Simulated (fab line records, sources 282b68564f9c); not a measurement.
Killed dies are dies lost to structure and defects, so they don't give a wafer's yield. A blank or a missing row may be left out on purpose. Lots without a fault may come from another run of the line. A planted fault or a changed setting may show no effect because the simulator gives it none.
Split-lot experiment | flow rit_cmos | 5 lots, 23 wafers read, on a route of 202 steps

THE SPLIT
At RIT_ACTIVE_EXPOSE_08 (exposes mask M1, target cd 1400 nm), the setting dose_mj was moved away from the recipe's 225 on 5 of the 23 wafers read, by +2.3% to +2.5%. The other wafers ran this setting at the recipe's value.

FROM THE SPLIT TO THE READING: what the file shows between them, 5 steps
- RIT_ACTIVE_PEB_09
- RIT_ACTIVE_DEVELOP_10: develop time 50 s
- RIT_ACTIVE_CD_MEAS_11: target cd 1400 nm
- RIT_ACTIVE_ETCH_13: etches Si3N4 in SF6, stops on SiO2, time 210 s, target depth 210 nm (also split here: rf_w)
- RIT_ACTIVE_STRIP_14: strips in O2, time 180 s

THE READING
cd_nm, in nm, at RIT_ACTIVE_CD_MEAS_90 (target cd 1400 nm). Fault-free wafers of this fab line usually give 1399.1 nm, standard deviation 2 nm.

wafer  | tool, chamber at the split | dose_mj as run | against the recipe | cd_nm, nm | against lot-mates on the recipe
L075.1 | iline_stepper-02, 0        | 225            | recipe             | 1398.4    | -
L075.2 | iline_stepper-02, 0        | 225            | recipe             | 1397.7    | -
L075.3 | iline_stepper-02, 0        | 225            | recipe             | 1396.9    | -
L075.4 | iline_stepper-02, 0        | 225            | recipe             | 1398.5    | -
L075.6 | iline_stepper-02, 0        | 225            | recipe             | 1398.2    | -
L076.1 | iline_stepper-02, 0        | 225            | recipe             | 1400.1    | -
L076.2 | iline_stepper-02, 0        | 225            | recipe             | 1401.7    | -
L076.4 | iline_stepper-02, 0        | 225            | recipe             | 1401.7    | -
L076.5 | iline_stepper-02, 0        | 225            | recipe             | 1399.7    | -
L076.6 | iline_stepper-02, 0        | 225            | recipe             | 1398.8    | -
L081.1 | iline_stepper-02, 0        | 230.6          | +2.5%              | 1389.0    | -6.7
L081.2 | iline_stepper-02, 0        | 225            | recipe             | 1396.4    | -
L081.3 | iline_stepper-02, 0        | 230.6          | +2.5%              | 1388.5    | -7.2
L081.4 | iline_stepper-02, 0        | 225            | recipe             | 1395.0    | -
L081.6 | iline_stepper-02, 0        | 230.6          | +2.5%              | 1388.3    | -7.4
L083.1 | iline_stepper-01, 0        | 230.2          | +2.3%              | 1395.3    | -5.4
L083.3 | iline_stepper-01, 0        | 225            | recipe             | 1401.1    | -
L083.4 | iline_stepper-01, 0        | 225            | recipe             | 1399.6    | -
L083.5 | iline_stepper-01, 0        | 225            | recipe             | 1401.3    | -
L083.6 | iline_stepper-01, 0        | 230.2          | +2.3%              | 1394.0    | -6.7
L085.1 | iline_stepper-01, 0        | 225            | recipe             | 1403.7    | -
L085.2 | iline_stepper-01, 0        | 225            | recipe             | 1401.6    | -
L085.5 | iline_stepper-01, 0        | 225            | recipe             | 1402.1    | -

THE FIT
A straight line over all 23 wafers: cd_nm changes by -3.59 nm for each +1% of dose_mj; r = -0.84; the points scatter about the line by 2.4 nm.
The same after taking each lot's own level away (the mean of its wafers on the recipe; 23 wafers): -2.76 nm for each +1%; r = -0.96; scatter 0.84 nm.
On that fit, the largest move of dose_mj shifts the reading by 6.9 nm.
The lots' own levels span 1395.70 to 1402.47 nm, that is 3.4 times the standard deviation above.
So the lot-to-lot level changes the slope: the two fits differ.
Check: with one of the wafers moved furthest among these (+2.5%) left out of the fit, the line predicts -6.92 nm for it against its lot-mates. It came out at -6.7 nm against them.

OTHER SPLITS ON THESE WAFERS
These wafers also went through other splits before the reading. Each is held against what the fit with the lots' levels taken away leaves over:
other split on the same wafers    | wafers away from the commonest value | r with cd_nm (lot level and that fit taken away)
RIT_ACTIVE_OXIDATION_01 ox_time_s | 15                                   | +0.03
RIT_ACTIVE_ETCH_13 rf_w           | 12                                   | +0.04

THE WHOLE CHAIN: every reading that the file lists as answering this split, in the file's order
step                  | what it does      | reading | change (the file's fit)              | r (the file's)
RIT_ACTIVE_CD_MEAS_11 | target cd 1400 nm | cd_nm   | -2.69 nm for each +1% of the setting | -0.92
RIT_ACTIVE_CD_MEAS_90 | target cd 1400 nm | cd_nm   | -2.73 nm for each +1% of the setting | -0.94

THE FILE'S OWN FIT
cd_nm changes by -2.73 nm for each +1% of dose_mj, r = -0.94.
